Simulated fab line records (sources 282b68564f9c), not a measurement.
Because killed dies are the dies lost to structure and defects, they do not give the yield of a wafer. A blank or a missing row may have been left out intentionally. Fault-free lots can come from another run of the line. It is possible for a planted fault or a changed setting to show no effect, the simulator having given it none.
fab line records	flow ritCmos	part 1 of 2: steps 1 to 36 of 49
[record] lots = 5	wafers = 15	lastDay = 6
route steps=202 shown PWELL@45 WELLDRIVE@50 NWELL@51 NRETRO@53 PRETRO@64 GATE@75 FOX2@80
lots with no fault: from the same line, run without faults
startH: hours from the record's opening day to when the first of the lot's shown wafers began	waitH: time in hours since the lot's previous step	" identical to the entry in the row above	L1.1+2: several wafers, shown together as one row	- no value, or no start was given	* or withheld: withheld	< > ~ a bound
route shown NAME@n: names a module that has steps shown in the file, with the first one's number in the route	usual: the fault-free wafers' mean and standard deviation	same: alike in all rows	chamber/n: place in a boat	sites: each site's reading	_std_site: their standard deviation	_edge_site: the outer-site mean with the inner-site mean subtracted	radiusMm: for every site, how far away it sits from the centre of the wafer	mask NAME#n: copy n	behind: the most recent tool/chamber to have shaped the wafer	hold: why the lot was held/for how many hours/how that ended	device: whichever transistor did not switch (one of n, p or np)	end of line: the route-end tests of the same wafers	where a step has no rows: the recipe by itself	killed: not the wafer's yield, but the dies lost to structure and defects at the first sort	map: the dies of a wafer, with x for killed, . for not killed, _ for no die there
set.NAME: the setting the step ran with; set.NAME@STEP: the setting that earlier step ran with	model.NAME: the simulator's own value behind a step, which no gauge read
certain route steps with their lots: each step a table, each wafer a row
services: the hour from which a tool's chamber was out of use, counted from the record's first day as startH (under 0 if before that day), plus the number of hours and why
[[steps]]
[step RIT_PWELL_OVL_MEAS_06]
[usual] PWELL_OVL = 0.7/1.5
lot.wafer	tool	chamber	startH	waitH	PWELL_OVL[nm]
L075.1	overlay-01	-	27.80	-	3.9
L075.3	"	-	"	"	3.2
L075.5	"	-	"	"	0.3
L082.1	overlay-02	-	65.11	-	-0.8
L082.5	"	-	"	"	-1.1
L082.6	"	-	"	"	-1.1
L089.3	overlay-01	-	98.52	-	0.8
L089.5	"	-	"	"	2.4
L089.6	"	-	"	"	0.9
L090.2	overlay-02	-	105.67	-	1.4
L090.5	"	-	"	"	0.6
L090.6	"	-	"	"	-0.5
L092.2	overlay-01	-	113.75	-	2.6
L092.4	"	-	"	"	1.9
L092.6	"	-	"	"	1.9
[step RIT_PWELL_HARDBAKE_07]
[recipe] resist = NOVOLAK	tempC = 140	timeS = 120
lot.wafer	tool	chamber	startH	waitH
L075.1+3+5	lithoTrack-04	0	27.84	0.0
L082.1+5+6	lithoTrack-01	0	65.15	0.0
L089.3+5+6	lithoTrack-01	0	98.63	0.1
L090.2+5+6	lithoTrack-04	0	105.74	0.1
L092.2+4+6	lithoTrack-02	0	113.82	0.1
[step RIT_PWELL_IMPLANT_08]
[recipe] species = B	energyKev = 170	doseCm2 = 7e+13	tiltDeg = 7
lot.wafer	tool	chamber	startH	waitH
L075.1+3+5	implanter-04	0	28.09	0.2
L082.1+5+6	implanter-01	0	65.40	0.2
L089.3+5+6	implanter-04	0	98.84	0.2
L090.2+5+6	implanter-04	0	105.97	0.2
L092.2+4+6	implanter-04	0	114.06	0.2
[step RIT_PWELL_STRIP_09]
[recipe] chemistry = O2	timeS = 180	resist = NOVOLAK	platenTempC = withheld	powerW = 500	pressureMtorr = 4000	o2FlowSccm = 4000
[usual] drypumpMotorCurrentA = 5.5/0.48
lot.wafer	tool	chamber	startH	waitH	drypumpMotorCurrentA	rfHoursCounterH
L075.1	plasmaAsher-04	1	28.24	0.1	6.0	24
L075.3	"	0	"	"	5.5	-
L075.5	"	1	"	"	6.1	-
L082.1	plasmaAsher-03	0	65.55	0.1	5.7	42
L082.5	"	0	"	"	5.7	-
L082.6	"	1	"	"	5.5	-
L089.3	plasmaAsher-04	1	99.00	0.1	6.0	-
L089.5	"	1	"	"	6.0	-
L089.6	"	0	"	"	5.5	-
L090.2	plasmaAsher-01	1	106.10	0.1	6.0	45
L090.5	"	1	"	"	6.0	-
L090.6	"	0	"	"	4.6	-
L092.2	plasmaAsher-01	1	114.18	0.1	6.0	47
L092.4	"	0	"	"	4.7	-
L092.6	"	0	"	"	4.7	-
[step RIT_PWELL_TW_MEAS_10]
[usual] PWELL_TW = 946/8.9
lot.wafer	tool	chamber	startH	waitH	PWELL_TW
L075.1	filmMetro-02	-	28.41	0.1	934
L075.3	"	-	"	"	929
L075.5	"	-	"	"	930
L082.1	filmMetro-04	-	65.72	0.1	950
L082.5	"	-	"	"	952
L082.6	"	-	"	"	948
L089.3	filmMetro-02	-	99.14	0.1	936
L089.5	"	-	"	"	940
L089.6	"	-	"	"	930
L090.2	filmMetro-04	-	106.28	0.1	949
L090.5	"	-	"	"	949
L090.6	"	-	"	"	949
L092.2	filmMetro-01	-	114.37	0.1	949
L092.4	"	-	"	"	957
L092.6	"	-	"	"	952
[step RIT_WELLDRIVE_ANNEAL_00]
[recipe] tempC = 1100	timeS = 14700	ambient = N2
[usual] zonePowerSourcePct = 44.1/2.3
lot.wafer	tool	chamber	startH	waitH	zonePowerSourcePct
L075.1	furnace-03	0	30.56	2.1	46.5
L075.3	"	0	"	"	47.1
L075.5	"	0	"	"	47.0
L082.1	furnace-01	0	65.78	0.1	43.5
L082.5	"	0	"	"	43.2
L082.6	"	0	"	"	44.0
L089.3	furnace-03	0	99.25	0.1	47.2
L089.5	"	0	"	"	47.3
L089.6	"	0	"	"	48.2
L090.2	furnace-03	0	106.33	0.0	47.8
L090.5	"	0	"	"	46.9
L090.6	"	0	"	"	47.3
L092.2	furnace-01	0	115.44	1.1	43.3
L092.4	"	0	"	"	42.9
L092.6	"	0	"	"	43.0
[step RIT_WELLDRIVE_RS_MEAS_01]
[recipe] thkMeasGauge = four-point-probe
[usual] NWELL_RS = 275.5/0.7
lot.wafer	tool	chamber	startH	waitH	NWELL_RS[ohm/sq]
L075.1	filmMetro-01	-	35.65	0.0	275.9
L075.3	"	-	"	"	275.0
L075.5	"	-	"	"	274.8
L082.1	filmMetro-04	-	70.87	0.0	276.2
L082.5	"	-	"	"	276.1
L082.6	"	-	"	"	276.5
L089.3	filmMetro-01	-	104.37	0.0	274.8
L089.5	"	-	"	"	274.4
L089.6	"	-	"	"	276.5
L090.2	filmMetro-02	-	111.43	0.0	274.5
L090.5	"	-	"	"	274.9
L090.6	"	-	"	"	274.3
L092.2	filmMetro-01	-	120.54	0.0	276.7
L092.4	"	-	"	"	275.3
L092.6	"	-	"	"	275.3
[step RIT_WELLDRIVE_RS_MEAS_02]
[recipe] thkMeasGauge = four-point-probe
[usual] PWELL_RS = 429.1/1.1
lot.wafer	tool	chamber	startH	waitH	PWELL_RS[ohm/sq]
L075.1	filmMetro-01	-	35.77	0.1	428.3
L075.3	"	-	"	"	429.7
L075.5	"	-	"	"	430.2
L082.1	filmMetro-04	-	70.99	0.1	430.0
L082.5	"	-	"	"	428.9
L082.6	"	-	"	"	428.9
L089.3	filmMetro-01	-	104.49	0.1	431.6
L089.5	"	-	"	"	429.8
L089.6	"	-	"	"	431.3
L090.2	filmMetro-02	-	111.55	0.1	429.9
L090.5	"	-	"	"	429.2
L090.6	"	-	"	"	430.1
L092.2	filmMetro-01	-	120.66	0.1	428.2
L092.4	"	-	"	"	428.8
L092.6	"	-	"	"	429.8
[step RIT_NRETRO_HMDS_00]
[recipe] primeTimeS = 60	primeTempC = 140
lot.wafer	tool	chamber	startH	waitH
L075.1+3+5	lithoTrack-04	0	35.89	0.1
L082.1+5+6	lithoTrack-02	0	71.11	0.1
L089.3+5+6	lithoTrack-04	0	104.62	0.1
L090.2+5+6	lithoTrack-03	0	111.68	0.1
L092.2+4+6	lithoTrack-03	0	120.78	0.1
[step RIT_NRETRO_COAT_01]
[recipe] resist = NOVOLAK	spinRpm = 2000	resistThkNm = 1300
[usual] spinSpeedRpm = 1999.9/1.4
lot.wafer	tool	chamber	startH	waitH	spinSpeedRpm
L075.1	lithoTrack-04	0	36.04	0.1	1998.3
L075.3	"	0	"	"	2000.1
L075.5	"	0	"	"	2001.0
L082.1	lithoTrack-02	0	71.26	0.1	1999.8
L082.5	"	0	"	"	2002.1
L082.6	"	0	"	"	2001.7
L089.3	lithoTrack-04	0	104.77	0.1	2000.2
L089.5	"	0	"	"	2000.3
L089.6	"	0	"	"	2000.7
L090.2	lithoTrack-03	0	111.83	0.1	1999.1
L090.5	"	0	"	"	1999.0
L090.6	"	0	"	"	2000.2
L092.2	lithoTrack-03	0	120.93	0.1	1999.4
L092.4	"	0	"	"	1999.1
L092.6	"	0	"	"	1999.9
[step RIT_NRETRO_SOFTBAKE_02]
[recipe] resist = NOVOLAK	tempC = 90	timeS = 60
lot.wafer	tool	chamber	startH	waitH
L075.1+3+5	lithoTrack-04	0	36.19	0.1
L082.1+5+6	lithoTrack-02	0	71.41	0.1
L089.3+5+6	lithoTrack-04	0	104.92	0.1
L090.2+5+6	lithoTrack-03	0	111.98	0.1
L092.2+4+6	lithoTrack-03	0	121.08	0.1
[step RIT_NRETRO_EXPOSE_03]
[recipe] maskId = M4	na = 0.57	targetCdNm = 43900	doseMj = 250
lot.wafer	tool	chamber	startH	waitH	mask
L075.1+3+5	ilineStepper-01	0	36.34	0.1	M4#0
L082.1+5+6	ilineStepper-02	0	71.68	0.3	M4#0
L089.3+5+6	ilineStepper-02	0	105.19	0.2	M4#0
L090.2+5+6	ilineStepper-01	0	112.25	0.2	M4#0
L092.2+4+6	ilineStepper-01	0	121.23	0.1	M4#0
[step RIT_NRETRO_PEB_04]
[recipe] resist = NOVOLAK	tempC = withheld	timeS = withheld
lot.wafer	tool	chamber	startH	waitH
L075.1+3+5	lithoTrack-03	0	36.45	0.1
L082.1+5+6	lithoTrack-03	0	71.80	0.1
L089.3+5+6	lithoTrack-02	0	105.31	0.1
L090.2+5+6	lithoTrack-04	0	112.37	0.1
L092.2+4+6	lithoTrack-04	0	121.35	0.1
[step RIT_NRETRO_DEVELOP_05]
[recipe] resist = NOVOLAK	developTimeS = 68	devTempC = 23
lot.wafer	tool	chamber	startH	waitH
L075.1+3+5	lithoTrack-03	0	-	-
L082.1+5+6	lithoTrack-03	0	-	-
L089.3+5+6	lithoTrack-02	0	-	-
L090.2+5+6	lithoTrack-04	0	-	-
L092.2+4+6	lithoTrack-04	0	-	-
[step RIT_NRETRO_OVL_MEAS_06]
[usual] NRETRO_OVL = 0.1/1.4
lot.wafer	tool	chamber	startH	waitH	NRETRO_OVL[nm]
L075.1	overlay-01	-	36.77	-	2.6
L075.3	"	-	"	"	1.5
L075.5	"	-	"	"	1.1
L082.1	overlay-02	-	72.11	-	-0.3
L082.5	"	-	"	"	0.6
L082.6	"	-	"	"	1.1
L089.3	overlay-01	-	105.59	-	1.7
L089.5	"	-	"	"	2.7
L089.6	"	-	"	"	1.3
L090.2	overlay-02	-	112.67	-	-1.8
L090.5	"	-	"	"	-0.5
L090.6	"	-	"	"	0.8
L092.2	overlay-01	-	121.64	-	-1.4
L092.4	"	-	"	"	-0.8
L092.6	"	-	"	"	0.2
[step RIT_NRETRO_HARDBAKE_07]
[recipe] resist = NOVOLAK	tempC = 140	timeS = 120
lot.wafer	tool	chamber	startH	waitH
L075.1+3+5	lithoTrack-04	0	36.80	0.0
L082.1+5+6	lithoTrack-02	0	72.15	0.0
L089.3+5+6	lithoTrack-02	0	105.70	0.1
L090.2+5+6	lithoTrack-02	0	112.74	0.1
L092.2+4+6	lithoTrack-02	0	121.72	0.1
[step RIT_NRETRO_IMPLANT_08]
[recipe] species = P	energyKev = 70	doseCm2 = 1e+13	tiltDeg = 7
lot.wafer	tool	chamber	startH	waitH
L075.1+3+5	implanter-02	0	37.05	0.2
L082.1+5+6	implanter-02	0	72.40	0.2
L089.3+5+6	implanter-03	0	105.91	0.2
L090.2+5+6	implanter-03	0	112.97	0.2
L092.2+4+6	implanter-04	0	121.95	0.2
[step RIT_NRETRO_STRIP_09]
[recipe] chemistry = O2	timeS = 180	resist = NOVOLAK	platenTempC = withheld	powerW = 500	pressureMtorr = 4000	o2FlowSccm = 4000
[usual] drypumpMotorCurrentA = 5.5/0.53
lot.wafer	tool	chamber	startH	waitH	drypumpMotorCurrentA	rfHoursCounterH
L075.1	plasmaAsher-04	0	37.20	0.1	5.5	24
L075.3	"	1	"	"	6.0	-
L075.5	"	1	"	"	6.0	-
L082.1	plasmaAsher-02	0	72.55	0.1	5.0	43
L082.5	"	0	"	"	5.0	-
L082.6	"	1	"	"	6.0	-
L089.3	plasmaAsher-02	1	106.07	0.1	6.0	-
L089.5	"	0	"	"	5.0	-
L089.6	"	1	"	"	6.0	-
L090.2	plasmaAsher-01	1	113.10	0.1	5.9	46
L090.5	"	1	"	"	6.0	-
L090.6	"	0	"	"	4.6	-
L092.2	plasmaAsher-01	0	122.07	0.1	4.7	48
L092.4	"	1	"	"	6.0	-
L092.6	"	0	"	"	4.6	-
[step RIT_NRETRO_TW_MEAS_10]
[usual] NRETRO_TW = 1034/10
lot.wafer	tool	chamber	startH	waitH	NRETRO_TW
L075.1	filmMetro-04	-	37.38	0.1	1050
L075.3	"	-	"	"	1050
L075.5	"	-	"	"	1050
L082.1	filmMetro-04	-	72.73	0.1	1050
L082.5	"	-	"	"	1046
L082.6	"	-	"	"	1046
L089.3	filmMetro-02	-	106.21	0.1	1033
L089.5	"	-	"	"	1037
L089.6	"	-	"	"	1035
L090.2	filmMetro-04	-	113.28	0.1	1043
L090.5	"	-	"	"	1045
L090.6	"	-	"	"	1048
L092.2	filmMetro-02	-	122.26	0.1	1029
L092.4	"	-	"	"	1029
L092.6	"	-	"	"	1035
[step RIT_PRETRO_HMDS_00]
[recipe] primeTimeS = 60	primeTempC = 140
lot.wafer	tool	chamber	startH	waitH
L075.1+3+5	lithoTrack-01	0	37.44	0.1
L082.1+5+6	lithoTrack-01	0	72.86	0.1
L089.3+5+6	lithoTrack-04	0	106.30	0.1
L090.2+5+6	lithoTrack-04	0	113.36	0.1
L092.2+4+6	lithoTrack-03	0	122.33	0.1
[step RIT_PRETRO_COAT_01]
[recipe] resist = NOVOLAK	spinRpm = 2000	resistThkNm = 1300
[usual] spinSpeedRpm = 1999.9/1.4
lot.wafer	tool	chamber	startH	waitH	spinSpeedRpm
L075.1	lithoTrack-01	0	37.59	0.1	2001.5
L075.3	"	0	"	"	1996.6
L075.5	"	0	"	"	1999.0
L082.1	lithoTrack-01	0	73.01	0.1	1999.8
L082.5	"	0	"	"	2001.0
L082.6	"	0	"	"	1998.7
L089.3	lithoTrack-04	0	106.45	0.1	2002.1
L089.5	"	0	"	"	2000.7
L089.6	"	0	"	"	2001.3
L090.2	lithoTrack-04	0	113.51	0.1	1999.4
L090.5	"	0	"	"	2000.1
L090.6	"	0	"	"	2000.9
L092.2	lithoTrack-03	0	122.48	0.1	2000.8
L092.4	"	0	"	"	2002.2
L092.6	"	0	"	"	2000.3
[step RIT_PRETRO_SOFTBAKE_02]
[recipe] resist = NOVOLAK	tempC = 90	timeS = 60
lot.wafer	tool	chamber	startH	waitH
L075.1+3+5	lithoTrack-01	0	37.74	0.1
L082.1+5+6	lithoTrack-01	0	73.16	0.1
L089.3+5+6	lithoTrack-04	0	106.60	0.1
L090.2+5+6	lithoTrack-04	0	113.66	0.1
L092.2+4+6	lithoTrack-03	0	122.63	0.1
[step RIT_PRETRO_EXPOSE_03]
[recipe] maskId = M5	na = 0.57	targetCdNm = 43700	doseMj = 250
lot.wafer	tool	chamber	startH	waitH	mask
L075.1+3+5	ilineStepper-01	0	38.01	0.2	M5#0
L082.1+5+6	ilineStepper-01	0	73.31	0.1	M5#0
L089.3+5+6	ilineStepper-01	0	106.74	0.1	M5#0
L090.2+5+6	ilineStepper-01	0	113.80	0.1	M5#0
L092.2+4+6	ilineStepper-02	0	122.78	0.1	M5#0
[step RIT_PRETRO_PEB_04]
[recipe] resist = NOVOLAK	tempC = withheld	timeS = withheld
lot.wafer	tool	chamber	startH	waitH
L075.1+3+5	lithoTrack-01	0	38.13	0.1
L082.1+5+6	lithoTrack-01	0	73.43	0.1
L089.3+5+6	lithoTrack-03	0	106.86	0.1
L090.2+5+6	lithoTrack-01	0	113.92	0.1
L092.2+4+6	lithoTrack-04	0	122.90	0.1
[step RIT_PRETRO_DEVELOP_05]
[recipe] resist = NOVOLAK	developTimeS = 68	devTempC = 23
lot.wafer	tool	chamber	startH	waitH
L075.1+3+5	lithoTrack-01	0	-	-
L082.1+5+6	lithoTrack-01	0	-	-
L089.3+5+6	lithoTrack-03	0	-	-
L090.2+5+6	lithoTrack-01	0	-	-
L092.2+4+6	lithoTrack-04	0	-	-
[step RIT_PRETRO_OVL_MEAS_06]
[usual] PRETRO_OVL = -0.1/1.4
lot.wafer	tool	chamber	startH	waitH	PRETRO_OVL[nm]
L075.1	overlay-01	-	38.44	-	1.2
L075.3	"	-	"	"	0.3
L075.5	"	-	"	"	-0.8
L082.1	overlay-01	-	73.74	-	-0.6
L082.5	"	-	"	"	-0.9
L082.6	"	-	"	"	1.1
L089.3	overlay-01	-	107.14	-	2.0
L089.5	"	-	"	"	1.1
L089.6	"	-	"	"	3.1
L090.2	overlay-01	-	114.22	-	0.8
L090.5	"	-	"	"	0.3
L090.6	"	-	"	"	-0.6
L092.2	overlay-01	-	123.20	-	-0.2
L092.4	"	-	"	"	1.8
L092.6	"	-	"	"	-1.1
[step RIT_PRETRO_HARDBAKE_07]
[recipe] resist = NOVOLAK	tempC = 140	timeS = 120
lot.wafer	tool	chamber	startH	waitH
L075.1+3+5	lithoTrack-01	0	38.48	0.0
L082.1+5+6	lithoTrack-04	0	73.78	0.0
L089.3+5+6	lithoTrack-01	0	107.27	0.1
L090.2+5+6	lithoTrack-01	0	114.29	0.1
L092.2+4+6	lithoTrack-04	0	123.27	0.1
[step RIT_PRETRO_IMPLANT_08]
[recipe] species = B	energyKev = 45	doseCm2 = 1.2e+13	tiltDeg = 7
lot.wafer	tool	chamber	startH	waitH
L075.1+3+5	implanter-01	0	38.73	0.2
L082.1+5+6	implanter-02	0	74.03	0.2
L089.3+5+6	implanter-02	0	107.48	0.2
L090.2+5+6	implanter-03	0	114.52	0.2
L092.2+4+6	implanter-03	0	123.50	0.2
[step RIT_PRETRO_STRIP_09]
[recipe] chemistry = O2	timeS = 180	resist = NOVOLAK	platenTempC = withheld	powerW = 500	pressureMtorr = 4000	o2FlowSccm = 4000
[usual] drypumpMotorCurrentA = 5.6/0.42
lot.wafer	tool	chamber	startH	waitH	drypumpMotorCurrentA	rfHoursCounterH
L075.1	plasmaAsher-04	1	38.88	0.1	6.0	25
L075.3	"	1	"	"	6.0	-
L075.5	"	1	"	"	6.0	-
L082.1	plasmaAsher-03	0	74.18	0.1	5.6	43
L082.5	"	1	"	"	5.5	-
L082.6	"	0	"	"	5.7	-
L089.3	plasmaAsher-04	0	107.64	0.1	5.5	-
L089.5	"	0	"	"	5.5	-
L089.6	"	1	"	"	6.0	-
L090.2	plasmaAsher-04	0	114.65	0.1	5.5	33
L090.5	"	1	"	"	6.0	-
L090.6	"	0	"	"	5.5	-
L092.2	plasmaAsher-04	0	123.63	0.1	5.5	34
L092.4	"	1	"	"	6.0	-
L092.6	"	0	"	"	5.5	-
[step RIT_PRETRO_TW_MEAS_10]
[usual] PRETRO_TW = 471/5.8
lot.wafer	tool	chamber	startH	waitH	PRETRO_TW
L075.1	filmMetro-01	-	39.05	0.1	476
L075.3	"	-	"	"	478
L075.5	"	-	"	"	480
L082.1	filmMetro-01	-	74.36	0.1	473
L082.5	"	-	"	"	472
L082.6	"	-	"	"	474
L089.3	filmMetro-03	-	107.78	0.1	461
L089.5	"	-	"	"	463
L089.6	"	-	"	"	464
L090.2	filmMetro-04	-	114.83	0.1	473
L090.5	"	-	"	"	473
L090.6	"	-	"	"	475
L092.2	filmMetro-04	-	123.81	0.1	473
L092.4	"	-	"	"	471
L092.6	"	-	"	"	473
[step RIT_GATE_WET_ETCH_00]
[recipe] chemistry = BOE	target = SiO2	targetDepthNm = 56	timeS = 60	dry = n2Spin	dilution = 10:1	tempC = 21.5
lot.wafer	tool	chamber	startH	waitH
L075.1+3+5	wetBench-04	1	39.11	0.1
L082.1+5+6	wetBench-03	3	74.42	0.1
L089.3+5+6	wetBench-04	0	107.82	0.0
L090.2+5+6	wetBench-04	2	114.88	0.0
L092.2+4+6	wetBench-01	0	123.86	0.0
[step RIT_GATE_CLEAN_01]
[recipe] chemistry = SC1	mix = 3:3:50	timeS = 600	tempC = 75
lot.wafer	tool	chamber	startH	waitH
L075.1+3+5	wetBench-01	0	39.14	0.0
L082.1+5+6	wetBench-01	0	74.44	0.0
L089.3+5+6	wetBench-01	0	107.84	0.0
L090.2+5+6	wetBench-01	3	114.91	0.0
L092.2+4+6	wetBench-03	3	123.91	0.0
[step RIT_GATE_CLEAN_02]
[recipe] chemistry = dHF	dilution = 50:1	timeS = 30
lot.wafer	tool	chamber	startH	waitH
L075.1+3+5	wetBench-03	0	39.31	0.0
L082.1+5+6	wetBench-03	3	74.62	0.0
L089.3+5+6	wetBench-03	0	108.02	0.0
L090.2+5+6	wetBench-04	1	115.10	0.0
L092.2+4+6	wetBench-04	3	124.09	0.0
[step RIT_GATE_CLEAN_03]
[recipe] chemistry = SC2	mix = 3:3:50	timeS = 600	tempC = 75	dry = n2Spin
lot.wafer	tool	chamber	startH	waitH
L075.1+3+5	wetBench-04	1	39.33	0.0
L082.1+5+6	wetBench-01	0	74.63	0.0
L089.3+5+6	wetBench-04	1	108.04	0.0
L090.2+5+6	wetBench-01	0	115.11	0.0
L092.2+4+6	wetBench-01	3	124.10	0.0
[step RIT_GATE_CLEAN_04]
[recipe] chemistry = dHF	dilution = 50:1	timeS = 60	dry = n2Spin
lot.wafer	tool	chamber	startH	waitH
L075.1+3+5	wetBench-03	2	39.52	0.0
L082.1+5+6	wetBench-04	3	74.81	0.0
L089.3+5+6	wetBench-01	3	108.21	0.0
L090.2+5+6	wetBench-04	1	115.30	0.0
L092.2+4+6	wetBench-03	0	124.45	0.0
[step RIT_FOX2_THK_MEAS_91]
[recipe] reads = SiO2_of_FOX2_OXIDATION_00
[usual] FIELD_OXIDE_LEFT_2_THK = 258/5.4
lot.wafer	tool	chamber	startH	waitH	FIELD_OXIDE_LEFT_2_THK[nm]
L075.1	filmMetro-02	-	39.55	0.0	257
L075.3	"	-	"	"	254
L075.5	"	-	"	"	252
L082.1	filmMetro-03	-	74.83	0.0	250
L082.5	"	-	"	"	256
L082.6	"	-	"	"	251
L089.3	filmMetro-03	-	108.26	0.0	259
L089.5	"	-	"	"	257
L089.6	"	-	"	"	259
L090.2	filmMetro-01	-	115.34	0.0	246
L090.5	"	-	"	"	255
L090.6	"	-	"	"	249
L092.2	filmMetro-03	-	124.49	0.0	264
L092.4	"	-	"	"	260
L092.6	"	-	"	"	257
